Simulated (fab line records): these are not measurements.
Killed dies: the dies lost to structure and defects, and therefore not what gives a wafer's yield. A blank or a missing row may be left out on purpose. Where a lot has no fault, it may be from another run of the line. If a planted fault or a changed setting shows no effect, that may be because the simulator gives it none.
Comparing a struck lot with a sound one	flow rit_cmos	44 out of 202 route steps
Sound: the wafers L801.2, L801.5, L801.6. Wafers L793.1, L793.4, L793.5 were the ones struck. The cause is given at the end.
For every step that has rows: the tool of each side, followed by ch and its chambers, followed by its first start. Under that, the readings that differ: sound wafers	struck wafers	difference of the means	sigmas: that difference in standard deviations of wafers without a fault.
alike: a reading whose means differ by less than 2 such deviations, as well as words and numbers matching on both sides. not compared: withheld readings; readings where some wafer has no value; bounds like >300 that might hide an equal value; numbers whose values overlap and for which the record gives no deviation.
Wherever a step has rows on one side only, a row that says differs or no value, or a row with sigmas, the two part there. Non-overlapping numbers with no deviation appear without sigmas and do not part them. Lack of a reading on every wafer of one side parts them only where that side has two or more wafers.

first, 2 steps without rows for these wafers: RIT_NLDD_HARDBAKE_07 (time 60 s); RIT_NLDD_IMPLANT_08.
RIT_NLDD_STRIP_09: strips in O2, time 180 s.
  sound on plasma_asher-03 ch 0,1, day 6 00:58; struck on plasma_asher-03 ch 0,1, day 4 04:37
  alike: drypump_motor_current_A, rf_refl_power_W
  not compared: rf_hours_counter_h
RIT_NLDD_TW_MEAS_10:
  sound on film_metro-02, day 6 01:10; struck on film_metro-02, day 4 04:47
  alike: NLDD_TW
then, 6 steps without rows for these wafers: RIT_PLDD_HMDS_00 (prime time 60 s); RIT_PLDD_COAT_01 (resist thk 1000 nm); RIT_PLDD_SOFTBAKE_02 (time 60 s); RIT_PLDD_EXPOSE_03 (exposes mask M8, target cd 40900 nm); RIT_PLDD_PEB_04; RIT_PLDD_DEVELOP_05 (develop time 50 s).
RIT_PLDD_OVL_MEAS_06:
  sound on overlay-01, day 6 02:17; struck on overlay-01, day 4 05:50
  alike: PLDD_OVL
then, 1 step without rows for these wafers: RIT_PLDD_HARDBAKE_07 (time 60 s).
RIT_PLDD_IMPLANT_08:
  sound on implanter-02 ch 0, day 6 02:29; struck on implanter-04 ch 0, day 4 06:01
reading	sound	struck	difference	sigmas
tilt_deg (degrees)	7.012 7.006 6.966	7.606 7.627 7.587	+0.612	+34
  alike: beam_on_s
RIT_PLDD_STRIP_09: strips in O2, time 180 s.
  sound on plasma_asher-04 ch 0,1, day 6 02:37; struck on plasma_asher-02 ch 0,1, day 4 06:10
  alike: drypump_motor_current_A, rf_refl_power_W
  not compared: rf_hours_counter_h
RIT_PLDD_TW_MEAS_10:
  sound on film_metro-03, day 6 02:47; struck on film_metro-04, day 4 06:20
reading	sound	struck	difference	sigmas
PLDD_TW	2315 2291 2296	2358 2370 2364	+63	+3
then, 4 steps without rows for these wafers: RIT_SPACER_CLEAN_00 (cleans in SC1, time 600 s); RIT_SPACER_CLEAN_01 (cleans in dHF, time 30 s); RIT_SPACER_CLEAN_02 (cleans in SC2, time 600 s); RIT_SPACER_CVD_03 (deposits Si3N4 from SiH2Cl2/NH3, target thk 250 nm, time 3300 s).
RIT_SPACER_THK_MEAS_04:
  sound on film_metro-01, day 6 05:08; struck on film_metro-01, day 4 08:42
  alike: SPACER_NITRIDE_THK
RIT_SPACER_ETCHBACK_05: etches Si3N4 in SF6/CHF3, stops on SiO2, target depth 250 nm, time 240 s.
  sound on rie_diel-02 ch 1,2, day 6 05:11; struck on rie_diel-02 ch 0,1,2, day 4 08:46
  alike: drypump_motor_current_A, oes_product_au, throttle_valve_pct
  not compared: rf_hours_counter_h
then, 6 steps without rows for these wafers: RIT_NSD_HMDS_00 (prime time 60 s); RIT_NSD_COAT_01 (resist thk 1000 nm); RIT_NSD_SOFTBAKE_02 (time 60 s); RIT_NSD_EXPOSE_03 (exposes mask M9, target cd 40700 nm); RIT_NSD_PEB_04; RIT_NSD_DEVELOP_05 (develop time 50 s).
RIT_NSD_OVL_MEAS_06:
  sound on overlay-02, day 6 06:34; struck on overlay-02, day 4 09:46
  alike: NSD_OVL
then, 2 steps without rows for these wafers: RIT_NSD_HARDBAKE_07 (time 60 s); RIT_NSD_IMPLANT_08.
RIT_NSD_STRIP_09: strips in O2, time 180 s.
  sound on plasma_asher-01 ch 0,1, day 6 07:01; struck on plasma_asher-01 ch 0,1, day 4 10:05
  alike: drypump_motor_current_A, rf_refl_power_W
  not compared: rf_hours_counter_h
RIT_NSD_TW_MEAS_10:
  sound on film_metro-03, day 6 07:12; struck on film_metro-02, day 4 10:16
  alike: NSD_TW
then, 6 steps without rows for these wafers: RIT_PSD_HMDS_00 (prime time 60 s); RIT_PSD_COAT_01 (resist thk 1000 nm); RIT_PSD_SOFTBAKE_02 (time 60 s); RIT_PSD_EXPOSE_03 (exposes mask M10, target cd 40900 nm); RIT_PSD_PEB_04; RIT_PSD_DEVELOP_05 (develop time 50 s).
RIT_PSD_OVL_MEAS_06:
  sound on overlay-02, day 6 08:14; struck on overlay-02, day 4 11:18
  alike: PSD_OVL
then, 2 steps without rows for these wafers: RIT_PSD_HARDBAKE_07 (time 60 s); RIT_PSD_IMPLANT_08.
RIT_PSD_STRIP_09: strips in O2, time 180 s.
  sound on plasma_asher-04 ch 0,1, day 6 08:34; struck on plasma_asher-03 ch 1, day 4 11:38
  alike: drypump_motor_current_A, rf_refl_power_W
  not compared: rf_hours_counter_h
RIT_SDANNEAL_RS_MEAS_06: measurement is done with a four-point probe.
  sound on film_metro-04, day 6 09:31; struck on film_metro-02, day 4 12:32
reading	sound	struck	difference	sigmas
PLDD_RS (ohm/sq)	178.9 179.3 179.3	- - -	no value on the struck wafers	
RIT_M1_PROBE_99:
  sound on prober-02, day 6 18:03; struck on prober-01, day 4 19:32
  alike: killed_at_contacts, killed_at_front_end, killed_dies, killed_on_rim, killed_open, killed_short
  not compared: model.etest.pmos_turned.drive_ua_um

WHERE THEY PART
Last at RIT_SDANNEAL_RS_MEAS_06 as far as this record goes, first at RIT_PLDD_IMPLANT_08. Later steps at which nothing parts them and some readings are alike: RIT_M1_PROBE_99.

WHY: what had been put in by the simulator
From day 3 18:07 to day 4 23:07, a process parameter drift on implanter-04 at RIT_PLDD_IMPLANT_08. Setting tilt_deg shifted by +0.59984 from 7. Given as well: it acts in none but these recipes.
